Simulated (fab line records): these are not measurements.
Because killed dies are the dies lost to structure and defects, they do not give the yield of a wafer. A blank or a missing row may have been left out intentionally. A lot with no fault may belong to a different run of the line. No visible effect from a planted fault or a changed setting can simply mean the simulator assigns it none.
Check of tool commonality | flow berkeleyCmos170 | Lots sampled 15, wafers sampled 45

## WHY IT WAS OPENED
At UCB170_FIELD_THK_MEAS_02 the reading FIELD_OXIDE_THK is flagged on 3 of 15 lots. Wafers without a fault read 558 nm, standard deviation 11.
Rule: a lot is flagged when every wafer of it that has a number lies more than 4 standard deviations from that mean, or none has a number. As for the other lots, they are considered sound.

lot  | measured    | on           | FIELD_OXIDE_THK (nm), wafer by wafer | flag
L431 | day 5 21:58 | filmMetro-04 | 562 562 561                          | 
L433 | day 5 21:58 | filmMetro-03 | 547 543 551                          | 
L430 | day 5 21:59 | filmMetro-02 | 566 558 568                          | 
L432 | day 5 22:01 | filmMetro-02 | 543 554 555                          | 
L435 | day 6 04:26 | filmMetro-04 | 551 556 546                          | 
L436 | day 6 04:26 | filmMetro-03 | 552 568 566                          | 
L434 | day 6 10:17 | filmMetro-02 | 535 531 524                          | 
L438 | day 6 20:18 | filmMetro-03 | 581 575 568                          | 
L437 | day 6 20:19 | filmMetro-02 | 568 564 554                          | 
L440 | day 7 04:50 | filmMetro-04 | 473 475 479                          | FLAGGED
L439 | day 7 04:52 | filmMetro-02 | 461 451 461                          | FLAGGED
L441 | day 7 04:53 | filmMetro-03 | 466 470 466                          | FLAGGED
L451 | day 9 15:43 | filmMetro-04 | 570 565 569                          | 
L453 | day 9 15:43 | filmMetro-02 | 551 566 553                          | 
L452 | day 9 15:47 | filmMetro-04 | 576 575 560                          | 
On average the flagged lots' numbers are 467 nm, which is -91 nm against the usual, or -8 standard deviations.

## WHICH TOOL EACH LOT WENT THROUGH
The record holds 2 process steps before the reading, out of a route of 331 steps. Every cell lists first the tool, next ch and the chambers used by the sampled wafers, and last the start.
lot  | flag    | UCB170_PWELL_ETCH_14             | UCB170_FIELD_OXIDATION_01
L431 |         | rieDiel-01 ch 2,3, day 3 21:19   | furnace-01 ch 0, day 5 18:57
L433 |         | rieDiel-03 ch 0,3, day 3 23:54   | furnace-01 ch 0, day 5 18:57
L430 |         | rieDiel-01 ch 0,3, day 3 13:59   | furnace-01 ch 0, day 5 18:57
L432 |         | rieDiel-01 ch 1,2,3, day 4 00:04 | furnace-01 ch 0, day 5 18:57
L435 |         | rieDiel-03 ch 0,1,2, day 4 17:45 | furnace-02 ch 0, day 6 01:26
L436 |         | rieDiel-01 ch 1,3, day 4 18:01   | furnace-02 ch 0, day 6 01:26
L434 |         | rieDiel-04 ch 0,1, day 4 14:45   | furnace-02 ch 0, day 6 07:16
L438 |         | rieDiel-03 ch 0,2,3, day 5 01:47 | furnace-04 ch 0, day 6 17:18
L437 |         | rieDiel-04 ch 2,3, day 5 01:31   | furnace-04 ch 0, day 6 17:18
L440 | FLAGGED | rieDiel-03 ch 2,3, day 5 02:46   | furnace-04 ch 0, day 7 01:48
L439 | FLAGGED | rieDiel-04 ch 1,3, day 5 02:04   | furnace-04 ch 0, day 7 01:48
L441 | FLAGGED | rieDiel-01 ch 1,2,3, day 5 13:35 | furnace-04 ch 0, day 7 01:48
L451 |         | rieDiel-03 ch 0,3, day 8 00:20   | furnace-02 ch 0, day 9 12:42
L453 |         | rieDiel-01 ch 0,2, day 8 00:13   | furnace-02 ch 0, day 9 12:42
L452 |         | rieDiel-01 ch 0,2,3, day 8 00:29 | furnace-02 ch 0, day 9 12:42
What the steps here do:
- UCB170_PWELL_ETCH_14: etches Si3N4 in CH3F/Ar/O2, stops on SiO2, target depth 242 nm, time 151 s.
- UCB170_FIELD_OXIDATION_01: target thk 558.3 nm, ox time 7200 s.
- UCB170_FIELD_THK_MEAS_02

## FLAGGED OVER TOTAL, TOOL BY TOOL (the gauges that took the reading come last)
step                      | tool         | lots run | flagged | share of the flagged lots | sound lots run after its first flagged lot
UCB170_PWELL_ETCH_14      | rieDiel-01   | 7        | 1       | some                      | 2 (L453,L452)
UCB170_PWELL_ETCH_14      | rieDiel-03   | 5        | 1       | some                      | 1 (L451)
UCB170_PWELL_ETCH_14      | rieDiel-04   | 3        | 1       | some                      | 0
UCB170_FIELD_OXIDATION_01 | furnace-01   | 4        | 0       | none                      | -
UCB170_FIELD_OXIDATION_01 | furnace-02   | 6        | 0       | none                      | -
UCB170_FIELD_OXIDATION_01 | furnace-04   | 5        | 3       | all                       | 0
UCB170_FIELD_THK_MEAS_02  | filmMetro-02 | 6        | 1       | some                      | 1 (L453)
UCB170_FIELD_THK_MEAS_02  | filmMetro-03 | 4        | 1       | some                      | 0
UCB170_FIELD_THK_MEAS_02  | filmMetro-04 | 5        | 1       | some                      | 2 (L451,L452)

## WHAT THE TABLE PERMITS
Rows of the table that ran each flagged lot: 1, that is furnace-04 at UCB170_FIELD_OXIDATION_01.
- furnace-04 at UCB170_FIELD_OXIDATION_01: 3 of its 5 lots flagged. A fault beginning between L437 (day 6 17:18), its last sound lot, and L439 (day 7 01:48), its first flagged one, fits the data. Its own readings (spikeTcCentreC, spikeTcLoadC, spikeTcSourceC, tubeCenterTempC, tube_center_temp_C_max) fall more than 4 standard deviations out on all wafers of the flagged lots.
What remains is a single tool, furnace-04 at UCB170_FIELD_OXIDATION_01.

## WHAT HAD BEEN PUT IN BY THE SIMULATOR
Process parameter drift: furnace-04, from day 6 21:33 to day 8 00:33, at UCB170_FIELD_OXIDATION_01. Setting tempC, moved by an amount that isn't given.
Lots struck among those shown: L440, L439, L441. The rule above found the same.
